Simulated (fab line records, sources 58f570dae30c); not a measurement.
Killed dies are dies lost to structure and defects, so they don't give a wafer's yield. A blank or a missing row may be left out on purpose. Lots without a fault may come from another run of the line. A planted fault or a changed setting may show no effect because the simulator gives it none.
Which tool did it? | flow berkeley_cmos170 | 14 lots, 42 wafers sampled, at 3 steps of a route of 331

WHAT THE GAUGES READ, wafer by wafer
UCB170_NWELL_THK_MEAS_05. Usual: NWELL_NITRIDE_THK 223.9 nm, standard deviation 1.7.
lot  | measured    | on            | NWELL_NITRIDE_THK (nm) | flag
L412 | day 2 07:21 | film_metro-02 | 222.9 224.2 223.7      |
L414 | day 2 12:48 | film_metro-02 | 222.5 223.6 223.2      |
L417 | day 3 04:11 | film_metro-04 | 222.7 223.1 223.5      |
L418 | day 3 12:58 | film_metro-02 | 223.9 225.9 225.4      |
L419 | day 3 16:51 | film_metro-02 | 222.0 223.3 223.8      |
L420 | day 3 21:23 | film_metro-03 | 223.7 224.3 224.5      |
L424 | day 4 13:10 | film_metro-03 | 222.9 222.7 222.8      |
L425 | day 4 20:56 | film_metro-02 | 224.3 224.9 224.1      |
L426 | day 5 03:32 | film_metro-02 | 225.2 226.8 223.4      |
L427 | day 5 04:13 | film_metro-02 | 224.8 223.2 225.5      |
L432 | day 6 14:59 | film_metro-02 | 225.3 224.6 223.5      |
L433 | day 6 21:45 | film_metro-02 | 222.5 225.8 223.4      |
L434 | day 7 01:07 | film_metro-02 | 226.0 227.8 228.5      |
L435 | day 7 01:07 | film_metro-04 | 228.8 226.0 229.7      |

UCB170_CONTACT_CD_MEAS_90: target cd 700 nm. Usual: cd_nm 699.6 nm, standard deviation 1.5.
lot  | measured     | on        | cd_nm (nm)        | flag
L412 | day 6 20:10  | cd_sem-02 | 700.2 698.6 699.7 |
L414 | day 7 02:19  | cd_sem-01 | 697.0 700.2 699.2 |
L417 | day 7 22:20  | cd_sem-01 | 699.7 699.2 700.0 |
L418 | day 8 09:23  | cd_sem-01 | 698.2 701.1 701.0 |
L419 | day 8 09:44  | cd_sem-02 | 700.9 702.0 700.3 |
L420 | day 8 16:09  | cd_sem-01 | 699.0 696.9 697.1 |
L424 | day 9 17:44  | cd_sem-01 | 701.1 698.7 700.8 |
L425 | day 9 14:23  | cd_sem-02 | 696.2 697.0 698.2 |
L426 | day 10 01:25 | cd_sem-02 | 699.0 698.9 700.8 |
L427 | day 10 01:31 | cd_sem-01 | 699.3 696.9 699.2 |
L432 | day 10 19:10 | cd_sem-01 | 701.8 702.5 699.0 |
L433 | day 11 23:01 | cd_sem-01 | 698.0 699.1 699.7 |
L434 | day 11 23:15 | cd_sem-01 | 699.1 698.9 700.2 |
L435 | day 11 23:08 | cd_sem-01 | 699.1 699.6 699.0 |

WHICH TOOL RAN EACH LOT (tool, then ch and the chambers of the sampled wafers, then the start)
lot  | UCB170_PSD_IMPLANT_08
L412 | implanter-02 ch 0, day 6 12:01
L414 | implanter-03 ch 0, day 6 15:54
L417 | implanter-03 ch 0, day 7 12:09
L418 | implanter-03 ch 0, day 7 22:28
L419 | implanter-02 ch 0, day 7 22:19
L420 | implanter-02 ch 0, day 8 07:34
L424 | implanter-03 ch 0, day 9 04:43
L425 | implanter-04 ch 0, day 9 04:07
L426 | implanter-04 ch 0, day 9 16:54
L427 | implanter-02 ch 0, day 9 17:09
L432 | implanter-04 ch 0, day 10 06:44
L433 | implanter-02 ch 0, day 11 11:07
L434 | implanter-02 ch 0, day 11 11:40
L435 | implanter-04 ch 0, day 11 11:23
- UCB170_PSD_IMPLANT_08

WHAT THE TOOLS THEMSELVES READ (means of the sampled wafers that have a number; where no wafer has one, the mark that the record gives instead)
UCB170_PSD_IMPLANT_08. Usual: beam_energy_keV 19.998, standard deviation 0.0065.
lot  | tool         | beam_energy_keV | flag
L412 | implanter-02 | 19.997          |
L414 | implanter-03 | 19.991          |
L417 | implanter-03 | 19.997          |
L418 | implanter-03 | 19.804          | OFF
L419 | implanter-02 | 19.999          |
L420 | implanter-02 | 19.998          |
L424 | implanter-03 | 19.801          | OFF
L425 | implanter-04 | 19.995          |
L426 | implanter-04 | 20.003          |
L427 | implanter-02 | 19.994          |
L432 | implanter-04 | 20.002          |
L433 | implanter-02 | 20.002          |
L434 | implanter-02 | 20.000          |
L435 | implanter-04 | 19.993          |

THE ANSWER, worked out from the rows above alone
Rule: a lot is off if the mean of its wafers that have a number lies more than 3 standard deviations from the usual mean. A lot without any number at a reading at which 4 lots or more have one is off too. The other lots that the step has rows for count as sound. The gauges are gone through in route order, then the tools' own readings, and for those a lot's mean is taken as printed above. The first step at which some lot is off is used, and at that step the reading that is off furthest; a lot without a number counts as furthest.
Off: L418, L424, at UCB170_PSD_IMPLANT_08 (beam_energy_keV).
A tool fits if, at that step or a process step before it, it ran every lot that is off, and no sound lot after the first of them. One fits: implanter-03 at UCB170_PSD_IMPLANT_08. Its last sound lot is L417 (day 7 12:09), its first lot that is off L418 (day 7 22:28): a fault that began between those two fits.
The tool's own readings at UCB170_PSD_IMPLANT_08 bear it out: on the lots that are off they differ by more than 5 times the standard deviation of the sound lots' means. beam_energy_keV reads 19.802 there against 19.998 on the sound lots.

WHAT THE SIMULATOR HAD PUT IN
Process parameter drift: implanter-03, from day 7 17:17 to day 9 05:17, at UCB170_PSD_IMPLANT_08. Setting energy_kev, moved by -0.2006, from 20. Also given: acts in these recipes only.
Lots struck among those shown: L418, L424. The rule above found the same.
